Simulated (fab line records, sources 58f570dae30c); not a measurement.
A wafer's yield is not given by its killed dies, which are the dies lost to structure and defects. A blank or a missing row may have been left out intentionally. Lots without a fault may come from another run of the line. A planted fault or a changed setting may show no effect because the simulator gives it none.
A lot that was struck, set against a sound lot	flow berkeleyCmos170	14 steps out of a route of 331
Sound: the wafers L456.2, L456.4, L456.6. The struck wafers were L452.1, L452.2, L452.3. Last of all comes the cause.
At each step with rows: each side's tool, then ch and its chambers, then its first start. Under that, the readings that differ: sound wafers	struck wafers	difference of the means	sigmas: that difference in standard deviations of wafers without a fault.
alike: a reading whose means differ by less than 2 such deviations, as well as words and numbers matching on both sides. not compared: withheld readings; readings where some wafer has no value; bounds like >300 that might hide an equal value; numbers whose values overlap and for which the record gives no deviation.
Wherever a step has rows on one side only, a row that says differs or no value, or a row with sigmas, the two part there. Non-overlapping numbers with no deviation appear without sigmas and do not part them. A reading that every wafer of one side lacks parts them only if that side has two wafers or more.

first, 2 steps without rows for these wafers: UCB170_CONTACT_CLEAN_00 (cleans in SPM, time 600 s); UCB170_CONTACT_CVD_01 (deposits PSG from SiH4/O2/PH3, target thk 700 nm, time 2820 s).
UCB170_CONTACT_THK_MEAS_02:
  struck on filmMetro-01, day 9 15:21; sound on filmMetro-02, day 10 08:25
reading	sound	struck	difference	sigmas
CONTACT_PSG_THK (nm)	687 690 690	715 706 713	+22	+3
then, 3 steps without rows for these wafers: UCB170_CONTACT_HMDS_03 (prime time 60 s); UCB170_CONTACT_COAT_04 (resist thk 900 nm); UCB170_CONTACT_SOFTBAKE_05 (time 60 s).
UCB170_CONTACT_STRIP_06: strips in O2.
  sound on plasmaAsher-04 ch 0,1, day 10 09:02; struck on plasmaAsher-04 ch 0,1, day 9 15:52
reading	sound	struck	difference	sigmas
stripTimeToEndpointS (s)	22.02 22.05 21.99	21.90 21.88 21.86	-0.14	-2
  alike: drypumpMotorCurrentA, oesProductAu
  not compared: rfHoursCounterH
then, 1 step without rows for these wafers: UCB170_CONTACT_CLEAN_07 (cleans in SPM, time 600 s).
UCB170_CONTACT_RTA_08: time 10 s.
  sound on rtpAnneal-01 ch 0, day 10 09:29; struck on rtpAnneal-02 ch 0, day 9 16:59
reading	sound	struck	difference	sigmas
wafer_temp_C_max	902.4 902.8 903.0	906.9 904.9 903.8	+2.5	+2
  alike: lampPowerPct
then, 3 steps without rows for these wafers: UCB170_CONTACT_COAT_09; UCB170_CONTACT_COAT_10 (resist thk 900 nm); UCB170_CONTACT_SOFTBAKE_11 (time 60 s).
UCB170_CONTACT_EXPOSE_12: exposes mask CONT, target cd 700 nm.
  sound on krfScanner-01 ch 0, day 10 10:17; struck on krfScanner-01, day 9 18:10
  no value came back on the struck wafers for exposureDoseMJCm2, focusOffsetNm (nm), reticleTempC (C), sigmaOuter; on the sound wafers exposureDoseMJCm2 reads 34.93 34.95 34.97
  alike: mask
then, 1 step without rows for these wafers: UCB170_CONTACT_PEB_13.

## WHERE THEY PART
At UCB170_CONTACT_THK_MEAS_02 first; at UCB170_CONTACT_EXPOSE_12 last (within this record only).

WHY: what the simulator had put in
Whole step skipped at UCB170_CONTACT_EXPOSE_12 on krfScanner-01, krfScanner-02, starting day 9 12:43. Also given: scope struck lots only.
